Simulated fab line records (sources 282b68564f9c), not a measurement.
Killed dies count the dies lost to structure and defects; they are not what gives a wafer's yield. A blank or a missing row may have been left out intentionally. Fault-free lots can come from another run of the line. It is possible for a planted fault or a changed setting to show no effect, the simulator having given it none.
Which tool was responsible? | flow rit-cmos | Sampling: 14 lots, 42 wafers, 2 of 202 route steps

WHAT EACH GAUGE READ, for each wafer
The record holds no reading of a measuring or inspecting step that can be judged against a usual standard deviation.

TOOL THAT RAN EACH LOT (tool first, then ch and the chambers of the sampled wafers, then the start)
lot  | RIT_CONTACT_ETCH_11               | RIT_M1_PROBE_99
L449 | rie-diel-03 ch 0,1,3, day 3 06:24 | -
L450 | rie-diel-02 ch 0,1,3, day 3 11:56 | prober-01, day 3 17:13
L452 | rie-diel-03 ch 0,1, day 4 00:05   | -
L453 | rie-diel-04 ch 0,3, day 4 02:59   | -
L454 | rie-diel-04 ch 0,2,3, day 4 06:28 | -
L455 | rie-diel-02 ch 0,1,2, day 4 12:08 | prober-01, day 4 17:14
L458 | rie-diel-04 ch 1,2,3, day 5 06:22 | -
L462 | rie-diel-03 ch 1,2,3, day 6 00:59 | -
L464 | rie-diel-03 ch 0,1,3, day 6 10:49 | -
L465 | rie-diel-03 ch 1,2, day 6 17:59   | -
L466 | rie-diel-03 ch 1,3, day 6 22:56   | -
L468 | rie-diel-03 ch 0,1,2, day 7 04:14 | -
L469 | rie-diel-04 ch 0,1,2, day 7 13:45 | -
L471 | rie-diel-04 ch 0,2, day 7 21:16   | prober-02, day 8 02:18
- RIT_CONTACT_ETCH_11: etches SiO2 in CHF3/CF4/Ar, stops on TiSi2, target depth 480 nm, time 320 s.
- RIT_M1_PROBE_99

AS READ BY THE TOOLS THEMSELVES (means over the sampled wafers that have a number; for cases with no such wafer, the mark the record gives instead)
RIT_CONTACT_ETCH_11. Usual: drypump-motor-current-A 5.8 A, standard deviation 0.41; oes-product-au 0.991 a.u., standard deviation 0.02; run-length-s 348.5 s, standard deviation 0.46; throttle-valve-pct 8.82 %, standard deviation 0.081.
lot  | tool        | drypump-motor-current-A (A) | oes-product-au (a.u.) | run-length-s (s) | throttle-valve-pct (%) | flag
L449 | rie-diel-03 | 5.5                         | 0.990                 | 348.6            | 8.83                   |
L450 | rie-diel-02 | 5.7                         | 0.987                 | 348.1            | 8.86                   |
L452 | rie-diel-03 | 5.9                         | 0.989                 | 348.6            | 8.81                   |
L453 | rie-diel-04 | 6.1                         | 1.003                 | 348.2            | 8.85                   |
L454 | rie-diel-04 | 6.1                         | 0.983                 | 365.4            | 8.81                   | OFF
L455 | rie-diel-02 | 5.6                         | 0.988                 | 348.1            | 8.89                   |
L458 | rie-diel-04 | 6.1                         | 0.973                 | 365.8            | 8.78                   | OFF
L462 | rie-diel-03 | 5.6                         | 0.980                 | 348.8            | 8.85                   |
L464 | rie-diel-03 | 5.5                         | 0.988                 | 348.5            | 8.82                   |
L465 | rie-diel-03 | 5.9                         | 0.972                 | 349.1            | 8.85                   |
L466 | rie-diel-03 | 5.6                         | 0.977                 | 348.9            | 8.82                   |
L468 | rie-diel-03 | 5.8                         | 0.990                 | 348.6            | 8.85                   |
L469 | rie-diel-04 | 6.2                         | 1.000                 | 348.7            | 8.74                   |
L471 | rie-diel-04 | 6.3                         | 0.989                 | 348.3            | 8.72                   |

RIT_M1_PROBE_99. Usual: killed-at-contacts 0.1, standard deviation 0.25; killed-at-front-end 6.3, standard deviation 2.9; killed-dies 6.4, standard deviation 2.8; killed-open 3.3, standard deviation 2; killed-short 3.1, standard deviation 2.
lot  | tool      | killed-at-contacts | killed-at-front-end | killed-dies | killed-open | killed-short | flag
L450 | prober-01 | 0.0                | 5.3                 | 5.3         | 3.3         | 2.0          |
L455 | prober-01 | 0.0                | 5.7                 | 5.7         | 3.0         | 2.7          |
L471 | prober-02 | 0.0                | 6.0                 | 6.0         | 3.7         | 2.3          |

THE ANSWER, worked out from the rows above alone
Rule: a lot counts as off when the mean over its wafers that have a number is more than 3 standard deviations away from the usual mean. Also off: a lot with no number at a reading for which 4 or more lots have one. Where the step has rows for the other lots, those lots are counted as sound. First the gauges in route order, then the tools' own readings, where a lot's mean is used as printed above. The first step at which some lot is off is used, and at that step the reading that is off furthest; a lot without a number counts as furthest.
Off: L454, L458 (RIT_CONTACT_ETCH_11, run-length-s).
If a tool, at that step or one of the process steps before it, ran each lot that is off and ran no sound lot following the first of them, it fits. No candidate that was tried fits.

WHAT THE SIMULATOR HAD PUT IN
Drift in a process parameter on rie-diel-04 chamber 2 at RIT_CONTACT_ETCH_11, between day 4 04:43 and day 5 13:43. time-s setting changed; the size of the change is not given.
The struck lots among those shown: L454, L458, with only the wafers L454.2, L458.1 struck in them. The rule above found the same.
